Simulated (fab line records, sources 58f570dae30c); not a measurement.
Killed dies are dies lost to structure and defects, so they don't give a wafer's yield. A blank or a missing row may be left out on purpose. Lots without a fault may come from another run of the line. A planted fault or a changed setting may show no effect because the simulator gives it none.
Tool commonality check | flow berkeley_cmos170 | 14 lots, 42 wafers sampled

WHY IT WAS OPENED
At UCB170_PSD_TW_MEAS_10 the reading PSD_TW is flagged on 2 of 14 lots. Wafers without a fault read 2334, standard deviation 19.
Rule: a lot is flagged when every wafer of it that has a number lies more than 4 standard deviations from that mean, or none has a number. The other lots count as sound.

lot  | measured     | on            | PSD_TW, wafer by wafer | flag
L840 | day 6 02:05  | film_metro-03 | 2342 2354 2343         |
L841 | day 6 06:40  | film_metro-02 | 2357 2352 2349         |
L843 | day 7 03:16  | film_metro-04 | 2320 2322 2328         |
L844 | day 7 03:37  | film_metro-02 | 2373 2353 2379         |
L848 | day 7 11:19  | film_metro-02 | 2364 2369 2361         |
L849 | day 8 09:31  | film_metro-03 | 2152 2159 2149         | FLAGGED
L851 | day 8 09:48  | film_metro-02 | 2365 2357 2373         |
L853 | day 8 23:25  | film_metro-03 | 2150 2169 2151         | FLAGGED
L855 | day 9 07:22  | film_metro-04 | 2324 2318 2331         |
L857 | day 9 15:08  | film_metro-03 | 2317 2323 2317         |
L859 | day 10 07:45 | film_metro-04 | 2317 2318 2320         |
L860 | day 10 14:38 | film_metro-04 | 2317 2323 2316         |
L862 | day 11 04:02 | film_metro-03 | 2316 2327 2325         |
L863 | day 11 04:17 | film_metro-02 | 2325 2326 2333         |
The numbers of the flagged lots are 2155 on average: -179 against the usual, or -9 standard deviations.

WHICH TOOL RAN EACH LOT
The record holds 2 process steps before the reading, out of a route of 331 steps. In each cell: the tool, then ch and the chambers that the sampled wafers went through, then the start.
lot  | flag    | UCB170_PSD_IMPLANT_08           | UCB170_PSD_STRIP_09
L840 |         | implanter-02 ch 0, day 6 01:50  | plasma_asher-04 ch 1, day 6 01:58
L841 |         | implanter-02 ch 0, day 6 06:26  | plasma_asher-02 ch 0,1, day 6 06:34
L843 |         | implanter-02 ch 0, day 7 03:01  | plasma_asher-01 ch 0,1, day 7 03:10
L844 |         | implanter-02 ch 0, day 7 03:22  | plasma_asher-04 ch 0,1, day 7 03:31
L848 |         | implanter-01 ch 0, day 7 11:04  | plasma_asher-02 ch 0,1, day 7 11:13
L849 | FLAGGED | implanter-01 ch 0, day 8 09:17  | plasma_asher-02 ch 0,1, day 8 09:25
L851 |         | implanter-02 ch 0, day 8 09:33  | plasma_asher-02 ch 0,1, day 8 09:42
L853 | FLAGGED | implanter-01 ch 0, day 8 23:10  | plasma_asher-01 ch 0,1, day 8 23:19
L855 |         | implanter-03 ch 0, day 9 07:08  | plasma_asher-02 ch 0,1, day 9 07:15
L857 |         | implanter-03 ch 0, day 9 14:53  | plasma_asher-04 ch 0, day 9 15:01
L859 |         | implanter-03 ch 0, day 10 07:32 | plasma_asher-04 ch 0,1, day 10 07:40
L860 |         | implanter-03 ch 0, day 10 14:23 | plasma_asher-02 ch 0,1, day 10 14:32
L862 |         | implanter-02 ch 0, day 11 03:47 | plasma_asher-04 ch 0,1, day 11 03:56
L863 |         | implanter-03 ch 0, day 11 04:02 | plasma_asher-02 ch 0,1, day 11 04:11
What these steps do:
- UCB170_PSD_IMPLANT_08
- UCB170_PSD_STRIP_09: strips in O2.
- UCB170_PSD_TW_MEAS_10

FLAGGED OVER TOTAL, TOOL BY TOOL (the gauges that took the reading come last)
step                  | tool            | lots run | flagged | share of the flagged lots | sound lots run after its first flagged lot
UCB170_PSD_IMPLANT_08 | implanter-01    | 3        | 2       | all                       | 0
UCB170_PSD_IMPLANT_08 | implanter-02    | 6        | 0       | none                      | -
UCB170_PSD_IMPLANT_08 | implanter-03    | 5        | 0       | none                      | -
UCB170_PSD_STRIP_09   | plasma_asher-01 | 2        | 1       | some                      | 0
UCB170_PSD_STRIP_09   | plasma_asher-02 | 7        | 1       | some                      | 4 (L851,L855,L860,L863)
UCB170_PSD_STRIP_09   | plasma_asher-04 | 5        | 0       | none                      | -
UCB170_PSD_TW_MEAS_10 | film_metro-02   | 5        | 0       | none                      | -
UCB170_PSD_TW_MEAS_10 | film_metro-03   | 5        | 2       | all                       | 2 (L857,L862)
UCB170_PSD_TW_MEAS_10 | film_metro-04   | 4        | 0       | none                      | -

WHAT THE TABLE ALLOWS
2 rows of the table ran every flagged lot: implanter-01 at UCB170_PSD_IMPLANT_08, film_metro-03 at UCB170_PSD_TW_MEAS_10.
- implanter-01 at UCB170_PSD_IMPLANT_08: 2 of its 3 lots flagged. Its last sound lot is L848 (day 7 11:04), its first flagged lot L849 (day 8 09:17): a fault that began between those two fits. Its own readings lie more than 4 standard deviations out on every wafer of the flagged lots: beam_on_s, faraday_current_uA.
- film_metro-03 at UCB170_PSD_TW_MEAS_10: 2 of its 5 lots flagged. Sound lots ran on it after the first flagged one (L857, L862), which a lasting fault on the whole tool wouldn't allow.
One tool is left: implanter-01 at UCB170_PSD_IMPLANT_08.

WHAT THE SIMULATOR HAD PUT IN
Process parameter drift: implanter-01, from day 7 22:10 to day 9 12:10, at UCB170_PSD_IMPLANT_08. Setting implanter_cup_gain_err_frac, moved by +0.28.
Lots struck among those shown: L849, L853. The rule above found the same.
